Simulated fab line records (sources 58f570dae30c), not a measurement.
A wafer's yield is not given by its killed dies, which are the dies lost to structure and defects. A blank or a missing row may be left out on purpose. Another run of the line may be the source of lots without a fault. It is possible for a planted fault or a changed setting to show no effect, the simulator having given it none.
fab line records	flow berkeley_cmos170	part 1 of 2: steps 1 to 31 of 44
record lots=5	wafers=15	last_day=12
route steps=331 shown ACTIVE@62 PFIELD@79 FIELD@89 SACOX@97 SCREENOX@100 NVT@104
lots with no fault: from the same line, run without faults
start_h: the number of hours between the record's first day and the start of the first shown wafer of the lot	wait_h: hours from the lot's prior step to this one	" as in the row above	L1.1+2: several wafers, shown together as one row	- no value, or no start given	* or withheld: withheld	< > ~ a bound
route shown NAME@n: a module of which the file shows steps, and the number in the route of the first	usual: mean and standard deviation over wafers with no fault	same: alike in all rows	chamber/n: place in a boat	sites: the reading at each site	_std_site: the values' standard deviation	_edge_site: mean of outer sites minus mean of inner sites	radius_mm: how far each site lies from the wafer's centre	mask NAME#n: copy n	behind: the last tool/chamber to shape the wafer	hold: what put the lot on hold/how long, in hours/how the hold closed	device: the transistor (n, p or np) that didn't switch	end of line: at the end of the route, the tests of the same wafers	a step with no rows: only its recipe	killed: dies that structure and defects cost at the first sort, which is not the same as the wafer's yield	map: per-die view of a wafer (x killed, . not killed, _ where there is no die)
set.NAME: the run value of the setting; set.NAME@STEP: its run value at that earlier step	model.NAME: the simulator's own value behind a step, which no gauge read
lots at selected steps of the route; one table per step, one row per wafer
services: a tool's chamber out of use, with start hour (start_h, from the record's first day; less than 0 if before it), hours out, and reason
## steps
# step UCB170_ACTIVE_OXIDATION_02
# recipe temp_c=1000	ambient=O2	target_thk_a=264	ox_time_s=1260
# usual tube_center_temp_C=999.99/0.096
lot.wafer	tool	chamber	start_h	wait_h	tube_center_temp_C
L075.1	furnace-02	0	88.82	3.2	1000
L075.5	"	0	"	"	1000
L075.6	"	0	"	"	1000
L076.1	furnace-02	0	93.17	2.2	1000.1
L076.3	"	0	"	"	1000.1
L076.5	"	0	"	"	1000
L079.2	furnace-02	0	112.61	3.9	999.95
L079.4	"	0	"	"	999.88
L079.6	"	0	"	"	999.99
L096.1	furnace-01	0	176.14	0.8	999.84
L096.4	"	0	"	"	999.95
L096.6	"	0	"	"	1000
L097.2	furnace-01	0	176.14	0.8	999.84
L097.3	"	0	"	"	1000.1
L097.5	"	0	"	"	1000.2
# step UCB170_ACTIVE_THK_MEAS_03
# recipe reads=SiO2_of_ACTIVE_OXIDATION_02
# usual ACTIVE_OXIDE_THK=26.3/0.49
lot.wafer	tool	chamber	start_h	wait_h	ACTIVE_OXIDE_THK[nm]
L075.1	film_metro-04	-	90.17	0.0	26.4
L075.5	"	-	"	"	26.7
L075.6	"	-	"	"	26.2
L076.1	film_metro-01	-	94.52	0.0	26.7
L076.3	"	-	"	"	26.3
L076.5	"	-	"	"	26.3
L079.2	film_metro-04	-	113.99	0.0	26.9
L079.4	"	-	"	"	27.1
L079.6	"	-	"	"	27.3
L096.1	film_metro-01	-	177.49	0.0	26.8
L096.4	"	-	"	"	26.6
L096.6	"	-	"	"	26.8
L097.2	film_metro-03	-	177.50	0.0	26.6
L097.3	"	-	"	"	26.5
L097.5	"	-	"	"	26.9
# step UCB170_ACTIVE_ANNEAL_04
# recipe temp_c=1000	time_s=900	ambient=N2
# usual tube_center_temp_C=1000/0.093
lot.wafer	tool	chamber	start_h	wait_h	tube_center_temp_C
L075.1	furnace-04	0	92.21	2.0	1000
L075.5	"	0	"	"	1000.1
L075.6	"	0	"	"	1000.1
L076.1	furnace-01	0	95.19	0.7	1000
L076.3	"	0	"	"	1000.1
L076.5	"	0	"	"	1000.1
L079.2	furnace-01	0	116.22	2.2	1000.2
L079.4	"	0	"	"	1000.1
L079.6	"	0	"	"	999.97
L096.1	furnace-02	0	180.08	2.6	1000
L096.4	"	0	"	"	999.92
L096.6	"	0	"	"	1000.2
L097.2	furnace-02	0	180.08	2.6	1000.1
L097.3	"	0	"	"	1000.1
L097.5	"	0	"	"	1000
# step UCB170_ACTIVE_CVD_05
# recipe material=Si3N4	target_thk_nm=220	temp_c=800	precursor=SiH2Cl2/NH3	time_s=3300	pressure_mtorr=200	sih2cl2_flow_sccm=25	nh3_flow_sccm=75
# usual sih2cl2_flow_sccm=25.00/0.075	susceptor_temp_C=800.0/0.35
lot.wafer	tool	chamber	start_h	wait_h	sih2cl2_flow_sccm	susceptor_temp_C
L075.1	lpcvd-01	1	93.46	0.0	24.88	799.9
L075.5	"	1	"	"	25.05	800.3
L075.6	"	1	"	"	24.97	800.4
L076.1	lpcvd-02	0	96.62	0.2	25.04	800.3
L076.3	"	0	"	"	25.07	800.5
L076.5	"	0	"	"	25.09	799.9
L079.2	lpcvd-02	1	118.32	0.8	24.99	800.0
L079.4	"	1	"	"	25.02	800.1
L079.6	"	1	"	"	24.96	799.6
L096.1	lpcvd-01	1	181.33	0.0	25.03	800.3
L096.4	"	1	"	"	24.95	800.2
L096.6	"	1	"	"	25.10	800.2
L097.2	lpcvd-01	0	181.33	0.0	24.86	800.0
L097.3	"	0	"	"	24.88	799.9
L097.5	"	0	"	"	24.82	799.9
# step UCB170_ACTIVE_THK_MEAS_06
# recipe reads=Si3N4_of_ACTIVE_CVD_05
# usual ACTIVE_NITRIDE_THK=219.7/2.4
lot.wafer	tool	chamber	start_h	wait_h	ACTIVE_NITRIDE_THK[nm]
L075.1	film_metro-03	-	95.37	0.0	223.6
L075.5	"	-	"	"	221.7
L075.6	"	-	"	"	222.6
L076.1	film_metro-01	-	98.58	0.0	218.8
L076.3	"	-	"	"	217.3
L076.5	"	-	"	"	217.9
L079.2	film_metro-01	-	120.24	0.0	220.3
L079.4	"	-	"	"	217.2
L079.6	"	-	"	"	220.1
L096.1	film_metro-04	-	183.25	0.0	221.5
L096.4	"	-	"	"	222.5
L096.6	"	-	"	"	220.2
L097.2	film_metro-03	-	183.26	0.0	222.3
L097.3	"	-	"	"	219.9
L097.5	"	-	"	"	219.8
# step UCB170_ACTIVE_HMDS_07
# recipe prime_time_s=60	prime_temp_c=100
lot.wafer	tool	chamber	start_h	wait_h
L075.1+5+6	litho_track-03	0	95.43	0.1
L076.1+3+5	litho_track-02	0	99.48	0.9
L079.2+4+6	litho_track-02	0	120.32	0.1
L096.1+4+6	litho_track-04	0	184.24	1.0
L097.2+3+5	litho_track-02	0	184.39	1.1
# step UCB170_ACTIVE_COAT_08
# recipe resist=KrF	spin_rpm=1500	resist_thk_nm=900
lot.wafer	tool	chamber	start_h	wait_h
L075.1+5+6	litho_track-03	0	95.58	0.1
L076.1+3+5	litho_track-02	0	99.63	0.1
L079.2+4+6	litho_track-02	0	120.47	0.1
L096.1+4+6	litho_track-04	0	184.39	0.1
L097.2+3+5	litho_track-02	0	184.54	0.1
# step UCB170_ACTIVE_SOFTBAKE_09
# recipe resist=KrF	temp_c=130	time_s=60
lot.wafer	tool	chamber	start_h	wait_h
L075.1+5+6	litho_track-03	0	95.73	0.1
L076.1+3+5	litho_track-02	0	99.78	0.1
L079.2+4+6	litho_track-02	0	120.62	0.1
L096.1+4+6	litho_track-04	0	184.54	0.1
L097.2+3+5	litho_track-02	0	184.69	0.1
# step UCB170_ACTIVE_EXPOSE_10
# recipe mask_id=ACTIVE	target_cd_nm=1200	na=0.5	sigma_outer=0.6	source_shape=conventional	dose_mj=20
lot.wafer	tool	chamber	start_h	wait_h	mask
L075.1+5+6	krf_scanner-01	0	96.25	0.5	ACTIVE#0
L076.1+3+5	krf_scanner-02	0	100.16	0.3	ACTIVE#0
L079.2+4+6	krf_scanner-02	0	120.87	0.2	ACTIVE#0
L096.1+4+6	krf_scanner-01	0	-	-	ACTIVE#0
L097.2+3+5	krf_scanner-02	0	-	-	ACTIVE#0
# step UCB170_ACTIVE_PEB_11
# recipe peb_temp_c=130	peb_time_s=withheld	resist=KrF
lot.wafer	tool	chamber	start_h	wait_h
L075.1+5+6	litho_track-02	0	96.37	0.1
L076.1+3+5	litho_track-03	0	100.34	0.2
L079.2+4+6	litho_track-02	0	120.99	0.1
L096.1+4+6	litho_track-03	0	-	-
L097.2+3+5	litho_track-02	0	-	-
# step UCB170_ACTIVE_DEVELOP_12
# recipe developer=TMAH	develop_time_s=45	resist=KrF	dev_temp_c=21
# same develop_time_s=45
lot.wafer	tool	chamber	start_h	wait_h
L075.1+5+6	litho_track-02	0	-	-
L076.1+3+5	litho_track-03	0	-	-
L079.2+4+6	litho_track-02	0	-	-
L096.1+4+6	litho_track-03	0	-	-
L097.2+3+5	litho_track-02	0	-	-
# step UCB170_ACTIVE_CD_MEAS_13
# recipe target_cd_nm=1200
# usual cd_nm=1199.7/1.4
lot.wafer	tool	chamber	start_h	wait_h	cd_nm
L075.1	cd_sem-02	-	96.64	-	1200.8
L075.5	"	-	"	"	1199.4
L075.6	"	-	"	"	1200.1
L076.1	cd_sem-01	-	100.62	-	1199.7
L076.3	"	-	"	"	1200.7
L076.5	"	-	"	"	1201.9
L079.2	cd_sem-02	-	121.26	-	1196.6
L079.4	"	-	"	"	1196.8
L079.6	"	-	"	"	1196.3
L096.1	cd_sem-01	-	187.07	-	1198.1
L096.4	"	-	"	"	1198.2
L096.6	"	-	"	"	1197.9
L097.2	cd_sem-01	-	187.28	-	1199.3
L097.3	"	-	"	"	1198.1
L097.5	"	-	"	"	1200.1
# step UCB170_ACTIVE_OVL_MEAS_14
# usual ACTIVE_OVL=2/5.1
lot.wafer	tool	chamber	start_h	wait_h	ACTIVE_OVL[nm]
L075.1	overlay-02	-	96.76	0.1	-12
L075.5	"	-	"	"	4
L075.6	"	-	"	"	-1
L076.1	overlay-02	-	100.74	0.1	3
L076.3	"	-	"	"	4
L076.5	"	-	"	"	1
L079.2	overlay-01	-	121.37	0.1	-7
L079.4	"	-	"	"	-4
L079.6	"	-	"	"	-5
L096.1	overlay-02	-	187.19	0.1	-3
L096.4	"	-	"	"	-8
L096.6	"	-	"	"	1
L097.2	overlay-02	-	187.39	0.1	14
L097.3	"	-	"	"	5
L097.5	"	-	"	"	8
# step UCB170_ACTIVE_ETCH_15
# recipe chemistry=CH3F/Ar/O2	target=Si3N4	stop_on=SiO2	CH3F_flow_sccm=20	Ar_flow_sccm=50	O2_flow_sccm=7	pressure_mtorr=50	rf_w=450	target_depth_a=2420	over_etch_frac=0.1	time_s=151
# usual CH3F_flow_sccm=20.00/0.061	drypump_motor_current_A=5.5/0.43	oes_product_au=0.945/0.017	rf_fwd_power_W=447.8/1.5	throttle_valve_pct=8.06/0.095
lot.wafer	tool	chamber	start_h	wait_h	CH3F_flow_sccm	drypump_motor_current_A	oes_product_au	rf_fwd_power_W	rf_hours_counter_h	throttle_valve_pct
L075.1	rie_diel-03	0	96.80	0.0	20.04	5.3	0.979	448.9	32	8.13
L075.5	"	0	"	"	20.06	5.3	0.974	448.5	-	8.15
L075.6	"	1	"	"	19.92	5.1	0.946	447.5	-	8.02
L076.1	rie_diel-02	0	100.77	0.0	19.96	4.8	0.919	448.7	109	8.09
L076.3	"	3	"	"	20.05	5.9	0.947	447.0	43	8.01
L076.5	"	3	"	"	20.04	5.8	0.951	447.4	-	8.00
L079.2	rie_diel-02	1	121.40	0.0	20.01	5.8	0.956	449.7	146	8.11
L079.4	"	3	"	"	20.11	5.9	0.951	446.9	44	8.02
L079.6	"	2	"	"	19.97	6.0	0.937	449.4	-	7.98
L096.1	rie_diel-03	0	187.22	0.0	19.93	5.3	0.974	447.2	36	8.13
L096.4	"	3	"	"	20.03	5.7	0.943	450.1	10	7.88
L096.6	"	0	"	"	19.95	5.3	0.961	447.8	-	8.14
L097.2	rie_diel-02	0	187.42	0.0	20.09	4.8	0.925	445.9	113	8.11
L097.3	"	1	"	"	19.88	5.8	0.951	447.0	150	8.10
L097.5	"	0	"	"	19.95	4.8	0.926	446.2	-	8.11
# step UCB170_ACTIVE_STRIP_16
# recipe chemistry=O2	power_w=400	pressure_mtorr=3500	platen_temp_c=withheld	o2_flow_sccm=400	overash_fraction=0.5
# usual drypump_motor_current_A=5.7/0.66	oes_product_au=0.721/0.0047	strip_time_to_endpoint_s=18.10/0.097
lot.wafer	tool	chamber	start_h	wait_h	drypump_motor_current_A	oes_product_au	rf_hours_counter_h	strip_time_to_endpoint_s
L075.1	plasma_asher-04	0	96.90	0.1	6.7	0.726	33	18.00
L075.5	"	0	"	"	6.7	0.723	-	17.98
L075.6	"	1	"	"	6.1	0.719	-	18.04
L076.1	plasma_asher-03	0	100.87	0.1	5.0	0.718	36	18.13
L076.3	"	1	"	"	6.1	0.723	-	18.15
L076.5	"	0	"	"	5.0	0.717	-	18.06
L079.2	plasma_asher-04	1	121.50	0.1	6.0	0.730	0	18.07
L079.4	"	0	"	"	6.7	0.729	-	18.05
L079.6	"	0	"	"	6.7	0.717	-	18.02
L096.1	plasma_asher-03	1	187.32	0.1	6.1	0.727	47	17.92
L096.4	"	1	"	"	6.1	0.721	-	17.99
L096.6	"	0	"	"	5.0	0.717	-	17.98
L097.2	plasma_asher-04	1	187.52	0.1	6.0	0.725	9	18.05
L097.3	"	0	"	"	6.7	0.716	-	18.12
L097.5	"	1	"	"	6.0	0.721	-	18.01
# step UCB170_ACTIVE_CD_MEAS_90
# recipe target_cd_nm=1200
# usual cd_nm=1199.7/1.4
lot.wafer	tool	chamber	start_h	wait_h	cd_nm
L075.1	cd_sem-02	-	97.00	0.1	1201.0
L075.5	"	-	"	"	1199.8
L075.6	"	-	"	"	1200.0
L076.1	cd_sem-02	-	100.97	0.1	1199.9
L076.3	"	-	"	"	1200.1
L076.5	"	-	"	"	1202.2
L079.2	cd_sem-01	-	121.62	0.1	1196.8
L079.4	"	-	"	"	1197.1
L079.6	"	-	"	"	1196.1
L096.1	cd_sem-02	-	187.46	0.1	1198.3
L096.4	"	-	"	"	1198.7
L096.6	"	-	"	"	1197.6
L097.2	cd_sem-02	-	187.72	0.2	1199.4
L097.3	"	-	"	"	1197.9
L097.5	"	-	"	"	1199.4
# step UCB170_ACTIVE_CLEAN_17
# recipe chemistry=SPM	temp_c=120	time_s=600
lot.wafer	tool	chamber	start_h	wait_h
L075.1+5+6	wet_bench-02	2	97.14	0.1
L076.1+3+5	wet_bench-03	1	101.92	0.9
L079.2+4+6	wet_bench-03	1	124.20	2.6
L096.1+4+6	wet_bench-02	3	189.04	1.6
L097.2+3+5	wet_bench-02	3	189.04	1.3
# step UCB170_PFIELD_HMDS_00
# recipe prime_time_s=60	prime_temp_c=100
lot.wafer	tool	chamber	start_h	wait_h
L075.1+5+6	litho_track-04	0	98.27	1.0
L076.1+3+5	litho_track-01	0	102.17	0.1
L079.2+4+6	litho_track-01	0	124.40	0.0
L096.1+4+6	litho_track-04	0	189.89	0.7
L097.2+3+5	litho_track-04	0	190.36	1.1
# step UCB170_PFIELD_COAT_01
# recipe resist=KrF	spin_rpm=1500	resist_thk_nm=900
lot.wafer	tool	chamber	start_h	wait_h
L075.1+5+6	litho_track-04	0	98.42	0.1
L076.1+3+5	litho_track-01	0	102.32	0.1
L079.2+4+6	litho_track-01	0	124.55	0.1
L096.1+4+6	litho_track-04	0	190.04	0.1
L097.2+3+5	litho_track-04	0	190.51	0.1
# step UCB170_PFIELD_SOFTBAKE_02
# recipe resist=KrF	temp_c=130	time_s=60
lot.wafer	tool	chamber	start_h	wait_h
L075.1+5+6	litho_track-04	0	98.57	0.1
L076.1+3+5	litho_track-01	0	102.47	0.1
L079.2+4+6	litho_track-01	0	124.70	0.1
L096.1+4+6	litho_track-04	0	190.19	0.1
L097.2+3+5	litho_track-04	0	190.66	0.1
# step UCB170_PFIELD_EXPOSE_03
# recipe mask_id=PFIELD	na=0.5	sigma_outer=0.6	source_shape=conventional	target_cd_nm=1500	dose_mj=30
lot.wafer	tool	chamber	start_h	wait_h	mask
L075.1+5+6	krf_scanner-02	0	98.72	0.1	PFIELD#0
L076.1+3+5	krf_scanner-01	0	102.80	0.3	PFIELD#0
L079.2+4+6	krf_scanner-02	0	124.97	0.2	PFIELD#0
L096.1+4+6	krf_scanner-02	0	-	-	PFIELD#0
L097.2+3+5	krf_scanner-02	0	-	-	PFIELD#0
# step UCB170_PFIELD_PEB_04
# recipe peb_temp_c=130	peb_time_s=withheld	resist=KrF
lot.wafer	tool	chamber	start_h	wait_h
L075.1+5+6	litho_track-01	0	99.37	0.6
L076.1+3+5	litho_track-03	0	102.92	0.1
L079.2+4+6	litho_track-03	0	126.02	1.0
L096.1+4+6	litho_track-04	0	-	-
L097.2+3+5	litho_track-04	0	-	-
# step UCB170_PFIELD_DEVELOP_05
# recipe developer=TMAH	develop_time_s=45	resist=KrF	dev_temp_c=21
# same develop_time_s=45
lot.wafer	tool	chamber	start_h	wait_h
L075.1+5+6	litho_track-01	0	-	-
L076.1+3+5	litho_track-03	0	-	-
L079.2+4+6	litho_track-03	0	-	-
L096.1+4+6	litho_track-04	0	-	-
L097.2+3+5	litho_track-04	0	-	-
# step UCB170_PFIELD_OVL_MEAS_06
# usual PFIELD_OVL=-2/4.9
lot.wafer	tool	chamber	start_h	wait_h	PFIELD_OVL[nm]
L075.1	overlay-02	-	99.65	-	2
L075.5	"	-	"	"	4
L075.6	"	-	"	"	-1
L076.1	overlay-01	-	103.20	-	2
L076.3	"	-	"	"	-3
L076.5	"	-	"	"	1
L079.2	overlay-02	-	126.28	-	0
L079.4	"	-	"	"	-4
L079.6	"	-	"	"	-1
L096.1	overlay-01	-	191.96	-	-10
L096.4	"	-	"	"	-10
L096.6	"	-	"	"	-16
L097.2	overlay-02	-	192.24	-	0
L097.3	"	-	"	"	-3
L097.5	"	-	"	"	2
# step UCB170_PFIELD_IMPLANT_07
# recipe species=B	dose_cm2=2e+13	energy_kev=80	tilt_deg=7
# usual tilt_deg=7.000/0.02
lot.wafer	tool	chamber	start_h	wait_h	tilt_deg
L075.1	implanter-04	0	99.68	0.0	6.984
L075.5	"	0	"	"	6.974
L075.6	"	0	"	"	6.973
L076.1	implanter-02	0	103.23	0.0	7.031
L076.3	"	0	"	"	7.007
L076.5	"	0	"	"	7.013
L079.2	implanter-01	0	126.33	0.0	7.019
L079.4	"	0	"	"	6.996
L079.6	"	0	"	"	6.977
L096.1	implanter-02	0	192.00	0.0	6.991
L096.4	"	0	"	"	7.015
L096.6	"	0	"	"	7.002
L097.2	implanter-01	0	192.30	0.0	7.021
L097.3	"	0	"	"	7.040
L097.5	"	0	"	"	7.019
# step UCB170_PFIELD_STRIP_08
# recipe chemistry=O2	power_w=400	pressure_mtorr=3500	platen_temp_c=withheld	o2_flow_sccm=400	overash_fraction=0.5
# usual drypump_motor_current_A=5.4/0.49	oes_product_au=0.735/0.0046	strip_time_to_endpoint_s=21.64/0.072
lot.wafer	tool	chamber	start_h	wait_h	drypump_motor_current_A	oes_product_au	rf_hours_counter_h	strip_time_to_endpoint_s
L075.1	plasma_asher-02	1	99.83	0.1	5.8	0.735	38	21.64
L075.5	"	0	"	"	5.1	0.733	-	21.69
L075.6	"	1	"	"	5.8	0.740	-	21.69
L076.1	plasma_asher-01	0	103.38	0.1	4.8	0.725	30	21.66
L076.3	"	1	"	"	5.5	0.735	-	21.65
L076.5	"	0	"	"	4.8	0.736	-	21.66
L079.2	plasma_asher-02	0	126.46	0.1	5.1	0.739	41	21.69
L079.4	"	1	"	"	5.8	0.734	-	21.64
L079.6	"	0	"	"	5.1	0.731	-	21.70
L096.1	plasma_asher-02	0	192.15	0.1	5.1	0.727	49	21.54
L096.4	"	1	"	"	5.8	0.734	-	21.59
L096.6	"	0	"	"	5.1	0.738	-	21.53
L097.2	plasma_asher-03	0	192.42	0.1	5.0	0.738	48	21.65
L097.3	"	1	"	"	6.1	0.739	-	21.64
L097.5	"	0	"	"	5.0	0.730	-	21.67
# step UCB170_PFIELD_TW_MEAS_09
# usual PFIELD_TW=601/3.9
lot.wafer	tool	chamber	start_h	wait_h	PFIELD_TW
L075.1	film_metro-02	-	99.93	0.1	598
L075.5	"	-	"	"	600
L075.6	"	-	"	"	600
L076.1	film_metro-02	-	103.48	0.1	598
L076.3	"	-	"	"	600
L076.5	"	-	"	"	599
L079.2	film_metro-02	-	126.57	0.1	597
L079.4	"	-	"	"	597
L079.6	"	-	"	"	599
L096.1	film_metro-02	-	192.25	0.1	598
L096.4	"	-	"	"	600
L096.6	"	-	"	"	598
L097.2	film_metro-03	-	192.53	0.1	600
L097.3	"	-	"	"	600
L097.5	"	-	"	"	599
# step UCB170_FIELD_CLEAN_00
# recipe chemistry=dHF	dilution=25:1	time_s=7.5
lot.wafer	tool	chamber	start_h	wait_h
L075.1+5+6	wet_bench-01	1	99.99	0.1
L076.1+3+5	wet_bench-01	3	103.54	0.1
L079.2+4+6	wet_bench-01	3	127.99	1.4
L096.1+4+6	wet_bench-01	2	192.31	0.1
L097.2+3+5	wet_bench-01	1	192.58	0.0
# step UCB170_FIELD_OXIDATION_01
# recipe temp_c=1000	ambient=H2O	p_h2o_torr=584.62	target_thk_a=5583	ox_time_s=7200
# usual tube_center_temp_C=1000/0.088
lot.wafer	tool	chamber	start_h	wait_h	tube_center_temp_C
L075.1	furnace-01	0	103.85	3.8	1000
L075.5	"	0	"	"	1000.1
L075.6	"	0	"	"	999.98
L076.1	furnace-01	0	103.85	0.3	999.89
L076.3	"	0	"	"	1000
L076.5	"	0	"	"	1000
L079.2	furnace-04	0	128.49	0.5	999.92
L079.4	"	0	"	"	1000.2
L079.6	"	0	"	"	999.96
L096.1	furnace-04	0	198.16	5.8	999.96
L096.4	"	0	"	"	1000
L096.6	"	0	"	"	1000.2
L097.2	furnace-04	0	198.16	5.6	1000
L097.3	"	0	"	"	999.84
L097.5	"	0	"	"	1000
# step UCB170_FIELD_THK_MEAS_02
# recipe reads=SiO2_of_FIELD_OXIDATION_01
# usual FIELD_OXIDE_THK=557/10
lot.wafer	tool	chamber	start_h	wait_h	FIELD_OXIDE_THK[nm]
L075.1	film_metro-04	-	106.85	0.0	566
L075.5	"	-	"	"	573
L075.6	"	-	"	"	562
L076.1	film_metro-01	-	106.91	0.1	579
L076.3	"	-	"	"	563
L076.5	"	-	"	"	560
L079.2	film_metro-01	-	131.50	0.0	553
L079.4	"	-	"	"	557
L079.6	"	-	"	"	556
L096.1	film_metro-01	-	201.16	0.0	555
L096.4	"	-	"	"	558
L096.6	"	-	"	"	556
L097.2	film_metro-04	-	201.17	0.0	568
L097.3	"	-	"	"	564
L097.5	"	-	"	"	572
# step UCB170_FIELD_ANNEAL_03
# recipe temp_c=1000	time_s=1200	ambient=N2
# usual tube_center_temp_C=1000/0.094
lot.wafer	tool	chamber	start_h	wait_h	tube_center_temp_C
L075.1	furnace-02	0	109.95	3.1	999.93
L075.5	"	0	"	"	1000.2
L075.6	"	0	"	"	999.91
L076.1	furnace-02	0	109.95	3.0	999.91
L076.3	"	0	"	"	999.97
L076.5	"	0	"	"	999.78
L079.2	furnace-04	0	132.99	1.5	1000
L079.4	"	0	"	"	999.96
L079.6	"	0	"	"	1000
L096.1	furnace-04	0	207.01	5.8	999.91
L096.4	"	0	"	"	1000.2
L096.6	"	0	"	"	999.97
L097.2	furnace-04	0	207.01	5.8	1000.1
L097.3	"	0	"	"	999.87
L097.5	"	0	"	"	1000.1
